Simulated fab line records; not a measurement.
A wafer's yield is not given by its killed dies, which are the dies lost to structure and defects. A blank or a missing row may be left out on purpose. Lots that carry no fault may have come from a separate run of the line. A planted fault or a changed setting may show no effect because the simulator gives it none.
Chamber matching / flow berkeleyCmos170 / rieDiel-01 running UCB170_ZERO_ETCH_06: 4 sister chambers
The step etches SiO2 in CHF3/CF4/Ar, time 12 s. 8 wafers are shown with their chamber, then 9 later ones without.

WAFERS, EACH WITH ITS CHAMBER
wafer=L078.5; chamber=2; throttleValvePct (%)=9.06; drypumpMotorCurrentA (A)=6.1
wafer=L079.4; chamber=0; throttleValvePct (%)=9.37; drypumpMotorCurrentA (A)=6.5
wafer=L083.1; chamber=3; throttleValvePct (%)=9.24; drypumpMotorCurrentA (A)=5.6
wafer=L083.4; chamber=1; throttleValvePct (%)=9.24; drypumpMotorCurrentA (A)=5.4
wafer=L083.5; chamber=1; throttleValvePct (%)=9.22; drypumpMotorCurrentA (A)=5.4
wafer=L084.2; chamber=0; throttleValvePct (%)=9.37; drypumpMotorCurrentA (A)=6.5
wafer=L084.3; chamber=2; throttleValvePct (%)=9.05; drypumpMotorCurrentA (A)=6.1
wafer=L084.4; chamber=3; throttleValvePct (%)=9.22; drypumpMotorCurrentA (A)=5.5

WAFERS WHOSE CHAMBER IS MISSING
wafer=L090.1; throttleValvePct (%)=9.40; drypumpMotorCurrentA (A)=6.5
wafer=L090.4; throttleValvePct (%)=9.05; drypumpMotorCurrentA (A)=6.2
wafer=L090.5; throttleValvePct (%)=9.06; drypumpMotorCurrentA (A)=6.1
wafer=L094.3; throttleValvePct (%)=9.07; drypumpMotorCurrentA (A)=6.1
wafer=L094.4; throttleValvePct (%)=9.24; drypumpMotorCurrentA (A)=5.6
wafer=L094.5; throttleValvePct (%)=9.24; drypumpMotorCurrentA (A)=5.4
wafer=L096.1; throttleValvePct (%)=9.25; drypumpMotorCurrentA (A)=5.4
wafer=L096.2; throttleValvePct (%)=9.08; drypumpMotorCurrentA (A)=6.2
wafer=L096.5; throttleValvePct (%)=9.25; drypumpMotorCurrentA (A)=5.6

WHICH CHAMBER EACH ONE RAN IN
wafer=L090.1; from the rows above=0; in truth=0
wafer=L090.4; from the rows above=2; in truth=2
wafer=L090.5; from the rows above=2; in truth=2
wafer=L094.3; from the rows above=2; in truth=2
wafer=L094.4; from the rows above=3; in truth=3
wafer=L094.5; from the rows above=1; in truth=1
wafer=L096.1; from the rows above=1; in truth=1
wafer=L096.2; from the rows above=2; in truth=2
wafer=L096.5; from the rows above=3; in truth=3
Correctly placed: 9 of 9. Not placeable from these rows: 0. 0 placed wrongly.
How it was worked out, from the rows above alone: a wafer's distance from a chamber is the root of the sum, over the readings, of the square of ((its reading less the chamber's mean) divided by the reading's scatter). The wafer belongs to the nearest chamber; if the next one is less than 2 further off, it can't be placed. The mean given for a chamber averages the wafers shown for that chamber. The scatter is the square root of a quotient: the sum, over the shown wafers, of each reading's squared deviation from its chamber's mean, divided by wafers minus chambers.
